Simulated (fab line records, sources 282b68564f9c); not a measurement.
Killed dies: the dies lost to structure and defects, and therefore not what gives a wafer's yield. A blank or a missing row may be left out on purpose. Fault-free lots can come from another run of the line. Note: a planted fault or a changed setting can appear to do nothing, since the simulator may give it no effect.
Comparing a struck lot with a sound one || flow rit_cmos || 22 steps out of a route of 202
Sound: these wafers, L555.3, L555.4, L555.5. Struck: wafers L570.4, L570.5, L570.6. The cause is given at the end.
For every step that has rows: the tool of each side, followed by ch and its chambers, followed by its first start. Under that, the readings that differ: sound wafers || struck wafers || difference of the means || sigmas: that difference in standard deviations of wafers without a fault.
alike: a reading whose means differ by less than 2 such deviations, as well as words and numbers matching on both sides. not compared: withheld readings; readings where some wafer has no value; bounds like >300 that might hide an equal value; numbers whose values overlap and for which the record gives no deviation.
The two part at a step that has a row with sigmas, a row that says differs or no value, or rows on one side only. Numbers that don't overlap but have no deviation are shown without sigmas and don't part them. A reading that every wafer of one side lacks parts them only if that side has two wafers or more.

first, 2 steps without rows for these wafers: RIT_NSD_HARDBAKE_07 (time 60 s); RIT_NSD_IMPLANT_08.
RIT_NSD_STRIP_09: strips in O2, time 180 s.
  sound on plasma_asher-01 ch 0,1, day 4 09:50; struck on plasma_asher-02 ch 0,1, day 7 09:08
  alike: drypump_motor_current_A
  not compared: rf_hours_counter_h
RIT_NSD_TW_MEAS_10:
  sound on film_metro-01 at day 4 09:58; struck on film_metro-03 at day 7 09:17
{"reading": "NSD_TW", "sound": "3083 3068 3088", "struck": "3148 3131 3129", "difference": "+56", "sigmas": "+3"}
then, 6 steps without rows for these wafers: RIT_PSD_HMDS_00 (prime time 60 s); RIT_PSD_COAT_01 (resist thk 1000 nm); RIT_PSD_SOFTBAKE_02 (time 60 s); RIT_PSD_EXPOSE_03 (exposes mask M10, target cd 40900 nm); RIT_PSD_PEB_04; RIT_PSD_DEVELOP_05 (develop time 50 s).
RIT_PSD_OVL_MEAS_06:
  sound on overlay-01 at day 4 11:04; struck on overlay-01 at day 7 10:19
{"reading": "PSD_OVL (nm)", "sound": "-0.2 -1.5 -2.8", "struck": "2.9 1.5 2.7", "difference": "+3.9", "sigmas": "+2"}
then, 1 step without rows for these wafers: RIT_PSD_HARDBAKE_07 (time 60 s).
RIT_PSD_IMPLANT_08:
  sound on implanter-01 ch 0, day 4 11:17; struck on implanter-04 ch 0, day 7 10:33
{"reading": "dose_ions_cm2", "sound": "4.997e+15 5.002e+15 4.998e+15", "struck": "4.248e+15 4.251e+15 4.259e+15", "difference": -7.463e+14, "sigmas": "-99 or more"}
  alike: beam_energy_keV
RIT_PSD_STRIP_09: strips in O2, time 180 s.
  sound on plasma_asher-01 ch 0,1, day 4 11:27; struck on plasma_asher-02 ch 0,1, day 7 10:41
  alike: drypump_motor_current_A
  not compared: rf_hours_counter_h
RIT_PSD_TW_MEAS_10:
  sound on film_metro-02 at day 4 11:35; struck on film_metro-03 at day 7 10:50
{"reading": "PSD_TW", "sound": "3448 3434 3427", "struck": "3373 3387 3362", "difference": -62, "sigmas": -2}
then, 3 steps without rows for these wafers: RIT_SDANNEAL_CLEAN_00 (cleans in SC1, time 600 s); RIT_SDANNEAL_CLEAN_01 (cleans in dHF, time 30 s); RIT_SDANNEAL_CLEAN_02 (cleans in SC2, time 600 s).
RIT_SDANNEAL_RTA_03: time 5 s.
  sound on rtp_anneal-01 ch 0, day 4 12:02; struck on rtp_anneal-02 ch 0, day 7 11:17
  alike: anneal_temp_c_max, wafer_temp_C_max
RIT_SDANNEAL_RS_MEAS_04: measurement is done with a four-point probe.
  sound on film_metro-01 at day 4 12:07; struck on film_metro-03 at day 7 11:23
{"reading": "PSD_RS (ohm/sq)", "sound": "116.69 117.04 116.94", "struck": "118.85 118.44 118.48", "difference": "+1.70", "sigmas": "+6"}
RIT_SDANNEAL_RS_MEAS_05: measurement is done with a four-point probe.
  sound on film_metro-01 at day 4 12:14; struck on film_metro-03 at day 7 11:30
{"reading": "NSD_RS (ohm/sq)", "sound": "84.74 84.53 85.19", "struck": "84.03 83.97 84.16", "difference": -0.77, "sigmas": -3}
RIT_M1_PROBE_99:
  sound on prober-01 at day 4 19:45; struck on prober-01 at day 7 19:49
{"reading": "model.etest.contact_pplus.end_ohm_um", "sound": "43.3 43.42 42.02", "struck": "44.7 45.67 46.58", "difference": "+2.7", "sigmas": ""}
{"reading": "model.etest.vpnp.gain", "sound": "1.074 1.071 1.065", "struck": "1.025 1.003 1.032", "difference": -0.050, "sigmas": ""}
{"reading": "model.etest.cap_p_gate.vfb_v (V)", "sound": "0.9646 0.961 0.9645", "struck": "0.9565 0.9567 0.9602", "difference": -0.0056, "sigmas": ""}
  alike: killed_at_contacts, killed_at_front_end, killed_dies, killed_open, killed_short

WHERE THEY PART
First at RIT_NSD_TW_MEAS_10; last, within this record, at RIT_SDANNEAL_RS_MEAS_05. Later steps at which nothing parts them and some readings are alike: RIT_M1_PROBE_99.

WHY: whatever the simulator had introduced
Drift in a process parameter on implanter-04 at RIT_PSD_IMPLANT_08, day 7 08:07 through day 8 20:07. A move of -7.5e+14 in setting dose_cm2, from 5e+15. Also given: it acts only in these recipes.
